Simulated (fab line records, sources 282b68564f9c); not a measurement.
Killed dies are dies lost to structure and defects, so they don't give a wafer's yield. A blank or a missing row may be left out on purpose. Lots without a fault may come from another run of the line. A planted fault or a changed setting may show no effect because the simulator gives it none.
Tool commonality check | flow rit_cmos | 14 lots, 42 wafers sampled

WHY IT WAS OPENED
At RIT_NSD_TW_MEAS_10 the reading NSD_TW is flagged on 2 of 14 lots. Wafers without a fault read 3131, standard deviation 15.
Rule: a lot is flagged when every wafer of it that has a number lies more than 4 standard deviations from that mean, or none has a number. The other lots count as sound.

lot  | measured    | on            | NSD_TW, wafer by wafer | flag
L343 | day 2 23:08 | film_metro-03 | 3115 3119 3127         |
L345 | day 3 10:56 | film_metro-02 | 3131 3130 3130         |
L347 | day 3 20:46 | film_metro-02 | 3135 3122 3142         |
L348 | day 4 04:07 | film_metro-02 | 3152 3138 3136         |
L349 | day 4 06:50 | film_metro-02 | 3127 3145 3132         |
L350 | day 4 15:32 | film_metro-03 | 3133 3131 3118         |
L351 | day 4 17:26 | film_metro-02 | 3124 3126 3134         |
L352 | day 4 23:05 | film_metro-04 | 3129 3128 3141         |
L353 | day 5 01:39 | film_metro-03 | 3085 3098 3111         |
L354 | day 5 06:39 | film_metro-04 | 3142 3128 3133         |
L357 | day 5 22:35 | film_metro-02 | 3130 3127 3121         |
L360 | day 6 14:55 | film_metro-02 | 2902 2905 2903         | FLAGGED
L362 | day 6 23:04 | film_metro-04 | 2882 2890 2873         | FLAGGED
L363 | day 7 07:26 | film_metro-04 | 3139 3118 3115         |
The numbers of the flagged lots are 2892 on average: -238 against the usual, or -16 standard deviations.

WHICH TOOL RAN EACH LOT
The record holds 2 process steps before the reading, out of a route of 202 steps. In each cell: the tool, then ch and the chambers that the sampled wafers went through, then the start.
lot  | flag    | RIT_GATE_SOFTBAKE_12             | RIT_NSD_IMPLANT_08
L343 |         | litho_track-04 ch 0, day 2 11:32 | implanter-02 ch 0, day 2 22:49
L345 |         | litho_track-03 ch 0, day 2 22:11 | implanter-02 ch 0, day 3 10:37
L347 |         | litho_track-03 ch 0, day 3 08:30 | implanter-02 ch 0, day 3 20:27
L348 |         | litho_track-03 ch 0, day 3 16:12 | implanter-01 ch 0, day 4 03:47
L349 |         | litho_track-01 ch 0, day 3 19:28 | implanter-01 ch 0, day 4 06:31
L350 |         | litho_track-04 ch 0, day 4 04:22 | implanter-03 ch 0, day 4 15:13
L351 |         | litho_track-04 ch 0, day 4 06:19 | implanter-01 ch 0, day 4 17:07
L352 |         | litho_track-01 ch 0, day 4 11:26 | implanter-02 ch 0, day 4 22:47
L353 |         | litho_track-01 ch 0, day 4 14:27 | implanter-02 ch 0, day 5 01:19
L354 |         | litho_track-04 ch 0, day 4 19:00 | implanter-01 ch 0, day 5 06:22
L357 |         | litho_track-01 ch 0, day 5 11:20 | implanter-02 ch 0, day 5 22:16
L360 | FLAGGED | litho_track-04 ch 0, day 6 00:49 | implanter-01 ch 0, day 6 14:35
L362 | FLAGGED | litho_track-04 ch 0, day 6 11:40 | implanter-01 ch 0, day 6 22:44
L363 |         | litho_track-01 ch 0, day 6 16:47 | implanter-02 ch 0, day 7 07:08
What these steps do:
- RIT_GATE_SOFTBAKE_12: time 61.23 s.
- RIT_NSD_IMPLANT_08
- RIT_NSD_TW_MEAS_10

FLAGGED OVER TOTAL, TOOL BY TOOL (the gauges that took the reading come last)
step                 | tool           | lots run | flagged | share of the flagged lots | sound lots run after its first flagged lot
RIT_GATE_SOFTBAKE_12 | litho_track-01 | 5        | 0       | none                      | -
RIT_GATE_SOFTBAKE_12 | litho_track-03 | 3        | 0       | none                      | -
RIT_GATE_SOFTBAKE_12 | litho_track-04 | 6        | 2       | all                       | 0
RIT_NSD_IMPLANT_08   | implanter-01   | 6        | 2       | all                       | 0
RIT_NSD_IMPLANT_08   | implanter-02   | 7        | 0       | none                      | -
RIT_NSD_IMPLANT_08   | implanter-03   | 1        | 0       | none                      | -
RIT_NSD_TW_MEAS_10   | film_metro-02  | 7        | 1       | some                      | 0
RIT_NSD_TW_MEAS_10   | film_metro-03  | 3        | 0       | none                      | -
RIT_NSD_TW_MEAS_10   | film_metro-04  | 4        | 1       | some                      | 1 (L363)

WHAT THE TABLE ALLOWS
2 rows of the table ran every flagged lot: litho_track-04 at RIT_GATE_SOFTBAKE_12, implanter-01 at RIT_NSD_IMPLANT_08.
- litho_track-04 at RIT_GATE_SOFTBAKE_12: 2 of its 6 lots flagged. Its last sound lot is L354 (day 4 19:00), its first flagged lot L360 (day 6 00:49): a fault that began between those two fits.
- implanter-01 at RIT_NSD_IMPLANT_08: 2 of its 6 lots flagged. Its last sound lot is L354 (day 5 06:22), its first flagged lot L360 (day 6 14:35): a fault that began between those two fits. Its own readings lie more than 4 standard deviations out on every wafer of the flagged lots: dose_ions_cm2, faraday_current_uA.
Counting lots can't tell these 2 tools apart, because each fits a fault that began at some hour. More lots, or a look at what each step does to the wafer, might.

WHAT THE SIMULATOR HAD PUT IN
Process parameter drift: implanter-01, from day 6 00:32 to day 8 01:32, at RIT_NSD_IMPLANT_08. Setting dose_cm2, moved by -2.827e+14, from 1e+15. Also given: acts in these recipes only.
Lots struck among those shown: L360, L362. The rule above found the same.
